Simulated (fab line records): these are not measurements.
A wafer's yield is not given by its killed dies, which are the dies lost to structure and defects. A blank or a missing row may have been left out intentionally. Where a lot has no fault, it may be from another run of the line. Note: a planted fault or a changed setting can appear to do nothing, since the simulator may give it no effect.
Comparing a struck lot with a sound one :: flow berkeleyCmos170 :: 16 steps out of a route of 331
Sound: the wafers L763.2, L763.3, L763.6. Wafers L775.2, L775.5, L775.6 were the ones struck. The cause is given at the end.
Per side, at each step with rows, come the tool, then ch with its chambers, and then its first start. Under that, the readings that differ: sound wafers :: struck wafers :: difference of the means :: sigmas: that difference in standard deviations of wafers without a fault.
alike: readings with means less than 2 such deviations apart, plus words and numbers identical on both sides. not compared: withheld readings, readings lacking a value on some wafer, bounds such as >300 that could conceal the same value, and numbers that have no deviation in the record and whose values overlap.
A row with sigmas, a row that says differs or no value, or rows on one side alone: a step with any of these is where the two part. Numbers that have no deviation but don't overlap get no sigmas and don't part them. Lack of a reading on every wafer of one side parts them only where that side has two or more wafers.

first, 1 step without rows for these wafers: UCB170_NWELL_OXIDATION_01 (target thk 26.4 nm, ox time 1260 s).
UCB170_NWELL_THK_MEAS_02:
  struck on filmMetro-02, day 6 07:43; sound on filmMetro-04, day 3 22:07
  alike: NWELL_OXIDE_THK
then, 2 steps without rows for these wafers: UCB170_NWELL_ANNEAL_03 (time 900 s); UCB170_NWELL_CVD_04 (deposits Si3N4 from SiH2Cl2/NH3, target thk 224 nm, time 3360 s).
UCB170_NWELL_THK_MEAS_05:
  struck on filmMetro-01, day 6 15:19; sound on filmMetro-02, day 4 05:32
  alike: NWELL_NITRIDE_THK
then, 6 steps without rows for these wafers: UCB170_NWELL_HMDS_06 (prime time 60 s); UCB170_NWELL_COAT_07 (resist thk 900 nm); UCB170_NWELL_SOFTBAKE_08 (time 60 s); UCB170_NWELL_EXPOSE_09 (exposes mask NWELL, target cd 3000 nm); UCB170_NWELL_PEB_10; UCB170_NWELL_DEVELOP_11 (develop time 45 s).
UCB170_NWELL_OVL_MEAS_12:
  struck on overlay-01, day 6 16:13; sound on overlay-02, day 4 06:50
  alike: NWELL_OVL
UCB170_NWELL_ETCH_13: etches Si3N4 in CH3F/Ar/O2, stops on SiO2, target depth 246.4 nm, time 154 s.
  sound on rieDiel-01 ch 1,2,3, day 4 06:52; struck on rieDiel-01 ch 0,3, day 6 16:15
  no value came back on the struck wafers for any of 5 readings (CH3F_flow_sccm (sccm), O2_flow_sccm (sccm) and others); on the sound wafers CH3F_flow_sccm (sccm) reads 20.08 19.97 20.07
reading: model.KrF_of_NWELL_COAT_07.thkNm (nm)
sound: 721 722.7 722.4
struck: 887.3 889.9 886
difference: +165.7
sigmas: 
  not compared: rfHoursCounterH
following that, these wafers have no rows for 1 step: UCB170_NWELL_IMPLANT_14.
UCB170_NWELL_STRIP_15: strips in O2.
  sound on plasmaAsher-04 ch 0,1, day 4 07:07; struck on plasmaAsher-02 ch 0,1, day 6 16:30
reading: oesProductAu (a.u.)
sound: 0.720 0.724 0.718
struck: 0.730 0.737 0.733
difference: +0.013
sigmas: +3

reading: stripTimeToEndpointS (s)
sound: 18.00 18.04 18.04
struck: 21.69 21.74 21.63
difference: +3.66
sigmas: +48
  alike: drypumpMotorCurrentA
  not compared: rfHoursCounterH
UCB170_NWELL_TW_MEAS_16:
  struck on filmMetro-02, day 6 16:37; sound on filmMetro-02, day 4 07:14
  alike: NWELL_TW

## WHERE THEY PART
At UCB170_NWELL_ETCH_13 first; at UCB170_NWELL_STRIP_15 last (within this record only). Later steps at which nothing parts them and some readings are alike: UCB170_NWELL_TW_MEAS_16.

WHY: what had been put in by the simulator
Entire step skipped (rieDiel-01, UCB170_NWELL_ETCH_13), from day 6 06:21 onward. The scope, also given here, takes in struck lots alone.
